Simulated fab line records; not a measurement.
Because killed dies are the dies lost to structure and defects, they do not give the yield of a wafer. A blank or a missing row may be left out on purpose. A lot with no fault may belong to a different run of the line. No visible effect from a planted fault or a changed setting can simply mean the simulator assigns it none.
fab line records    flow ritCmos
[record] lots = 13  wafers = 39  lastDay = 7
route steps=202 shown NWELL@30 M1@202
lots that met no fault: from a run of the same line without faults
startH: hours from the record's first day to the start of the lot's first wafer shown    waitH: how many hours have passed since the lot's step before this one    " the same as in the row above    L1.1+2: a row that stands for several wafers    - no value, or no start was given    * or withheld: withheld    < > ~ a bound
route shown NAME@n: a module of which the file shows steps, and the number in the route of the first    usual: mean/standard deviation taken from wafers without a fault    same: alike in all rows    chamber/n: place in a boat    sites: per-site readings    _std_site: the values' standard deviation    _edge_site: the outer-site mean with the inner-site mean subtracted    radiusMm: how far each site lies from the wafer's centre    mask NAME#n: copy n    behind: tool/chamber where the wafer was last shaped    hold: the reason the lot was held/the length of the hold in hours/how it ended    device: whichever transistor did not switch (one of n, p or np)    end of line: tests of these same wafers at the route's end    for a step that has no rows: nothing shown but its recipe    killed: dies lost to structure and defects at the first sort, not the wafer's yield    map: a wafer's dies, marking killed ones x, the rest . and places with no die _
set.NAME: the run value of the setting; set.NAME@STEP: its run value at that earlier step    model.NAME: the simulator's own value behind a step, which no gauge read
one table for each step of the route and one row for each wafer, over a sample of lots
[[steps]]
[step RIT_NWELL_SOFTBAKE_02]
[recipe] resist = NOVOLAK  tempC = 90  timeS = 60
[usual] heaterPowerTotalW = 34.56/0.056  plateTempC = 89.97/0.11
[same] timeS = 60
lot.wafer  tool           chamber  startH  waitH  heaterPowerTotalW  plateTempC
L505.1     lithoTrack-03  0        21.50   0.1    34.52              90.05
L505.2     "              0        "       "      34.54              90.02
L505.5     "              0        "       "      34.52              90.03
L506.1     lithoTrack-02  0        25.30   0.1    34.56              89.86
L506.3     "              0        "       "      34.64              90.03
L506.4     "              0        "       "      34.58              89.99
L507.2     lithoTrack-01  0        32.39   0.1    34.63              89.87
L507.4     "              0        "       "      34.54              89.87
L507.6     "              0        "       "      34.60              90.12
L508.1     lithoTrack-01  0        36.43   0.1    34.57              89.96
L508.2     "              0        "       "      34.45              90.07
L508.6     "              0        "       "      34.55              89.92
L512.2     lithoTrack-01  0        61.16   0.1    34.85              90.57
L512.5     "              0        "       "      34.94              90.64
L512.6     "              0        "       "      34.93              90.54
L514.1     lithoTrack-01  0        70.16   0.1    34.93              90.84
L514.2     "              0        "       "      34.91              90.49
L514.4     "              0        "       "      34.84              90.55
L517.1     lithoTrack-01  0        81.49   0.1    34.78              90.53
L517.2     "              0        "       "      34.82              90.65
L517.5     "              0        "       "      34.90              90.60
L519.2     lithoTrack-02  0        94.19   0.1    34.64              89.94
L519.4     "              0        "       "      34.66              89.98
L519.5     "              0        "       "      34.58              90.00
L520.2     lithoTrack-02  0        101.13  0.1    34.52              90.03
L520.4     "              0        "       "      34.53              90.03
L520.6     "              0        "       "      34.48              89.93
L522.1     lithoTrack-02  0        106.54  0.1    34.63              89.85
L522.2     "              0        "       "      34.52              89.88
L522.3     "              0        "       "      34.46              89.83
L523.2     lithoTrack-02  0        115.47  0.1    34.60              90.01
L523.3     "              0        "       "      34.57              89.98
L523.6     "              0        "       "      34.60              89.78
L524.1     lithoTrack-03  0        119.66  0.1    34.55              90.04
L524.3     "              0        "       "      34.55              90.14
L524.6     "              0        "       "      34.57              90.01
L525.4     lithoTrack-02  0        122.55  0.1    34.59              90.02
L525.5     "              0        "       "      34.56              90.08
L525.6     "              0        "       "      34.59              90.01
[step RIT_M1_PROBE_99]
[usual] killedAtContacts = 0.1/0.27  killedAtFrontEnd = 6/3  killedDies = 7/3  killedOpen = 3.1/2  killedShort = 3.4/2
[same] grossDies = 264  killed_at_M0_to_M3 = 0  killed_at_M4_up = 0  killedAtBackSide = 0  killedAtOther = 0
lot.wafer  tool       chamber  startH  waitH  killedAtContacts  killedAtFrontEnd  killedDies  killedOpen  killedShort
L512.2     prober-02  -        100.26  0.1    0                 4                 4           3           1
L512.5     prober-02  -        100.41  0.2    1                 4                 5           2           3
L512.6     prober-02  -        100.46  0.2    0                 4                 4           1           3
L514.1     prober-02  -        118.97  0.1    0                 2                 2           1           1
L514.2     prober-02  -        119.02  0.1    0                 5                 5           3           2
L514.4     prober-02  -        119.12  0.2    0                 5                 5           1           4
L517.1     prober-01  -        128.12  0.1    0                 8                 8           4           4
L517.2     prober-01  -        128.17  0.1    0                 6                 6           3           3
L517.5     prober-01  -        128.32  0.2    0                 8                 8           6           2
L519.2     prober-01  -        137.77  0.1    0                 8                 8           0           8
L519.4     prober-01  -        137.87  0.2    0                 15                15          6           9
L519.5     prober-01  -        137.92  0.2    0                 9                 9           3           6
L524.1     prober-02  -        156.88  0.1    0                 5                 5           4           1
L524.3     prober-02  -        156.98  0.2    0                 4                 4           2           2
L524.6     prober-02  -        157.13  0.2    0                 8                 8           4           4
// killed by level:class
L512.2 FOX2:geometricParticle:open=1 GATE:geometricParticle:open=1 GATE:geometricParticle:short=1 SILICIDE:geometricParticle:open=1
L512.5 SPACER:geometricParticle:short=2 GATE:geometricParticle:short=1 SILICIDE:geometricParticle:open=1 CONTACT:geometricParticle:open=1
L512.6 ACTIVE:geometricParticle:short=1 FOX1:geometricParticle:short=1 SPACER:geometricParticle:open=1 SILICIDE:geometricParticle:short=1
L514.1 GATE:geometricParticle:short=1 SILICIDE:geometricParticle:open=1
L514.2 GATE:geometricParticle:short=1 GATE:geometricParticle:open=1 REOX:geometricParticle:short=1 REOX:geometricParticle:open=1 SILICIDE:geometricParticle:open=1
L514.4 GATE:geometricParticle:short=4 FOX1:geometricParticle:open=1
L517.1 GATE:geometricParticle:open=3 REOX:geometricParticle:short=2 FOX1:geometricParticle:open=1 FOX2:geometricParticle:short=1 GATE:geometricParticle:short=1
L517.2 GATE:geometricParticle:short=2 GATE:geometricParticle:open=2 REOX:geometricParticle:open=1 REOX:geometricParticle:short=1
L517.5 REOX:geometricParticle:open=3 GATE:geometricParticle:open=2 GATE:geometricParticle:short=1 SPACER:geometricParticle:short=1 SILICIDE:geometricParticle:open=1
L519.2 FOX1:geometricParticle:short=3 GATE:geometricParticle:short=3 FOX2:geometricParticle:short=1 REOX:geometricParticle:short=1
L519.4 GATE:geometricParticle:short=6 FOX1:geometricParticle:open=2 REOX:geometricParticle:open=2 FOX2:geometricParticle:short=1 GATE:geometricParticle:open=1 SPACER:geometricParticle:short=1 SPACER:geometricParticle:open=1 SILICIDE:geometricParticle:short=1
L519.5 FOX1:geometricParticle:short=3 FOX1:geometricParticle:open=2 GATE:geometricParticle:open=1 GATE:geometricParticle:short=1 REOX:geometricParticle:short=1 SPACER:geometricParticle:short=1
L524.1 FOX1:geometricParticle:open=2 REOX:geometricParticle:open=1 SPACER:geometricParticle:open=1 SILICIDE:geometricParticle:short=1
L524.3 GATE:geometricParticle:open=2 SPACER:geometricParticle:short=1 SILICIDE:geometricParticle:short=1
L524.6 SPACER:geometricParticle:open=3 FOX1:geometricParticle:short=1 GATE:geometricParticle:short=1 REOX:geometricParticle:short=1 REOX:geometricParticle:open=1 SPACER:geometricParticle:short=1
[[key]]
[firstSign] step = RIT_NWELL_SOFTBAKE_02  reading = heaterPowerTotalW  direction = up  sigmas = 5.7  usual = 34.56  struck = 34.88
[effect] step = RIT_NWELL_SOFTBAKE_02  reading = plateTempC  direction = up  sigmas = 5.7  usual = *  struck = *
metAt RIT_NWELL_SOFTBAKE_02
struckLots L512,L514,L517
testerLeftOut L512,L514,L517
onsetBetween 36.43 61.16
[fault] kind = processParameterDrift  tool = lithoTrack-01  chamber = -  onsetH = 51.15  steps = RIT_NWELL_SOFTBAKE_02  channel = tempC  offset = *  shape = step  endH = 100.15  actsIn = *  stated = *
// testerLeftOut: of these lots the tester's yield and bins aren't shown, on N5 and GAA mostly nor the transistor test; their killed dies are dies lost to structure and defects alone, not to doping, threshold or leakage, so they don't give the yield
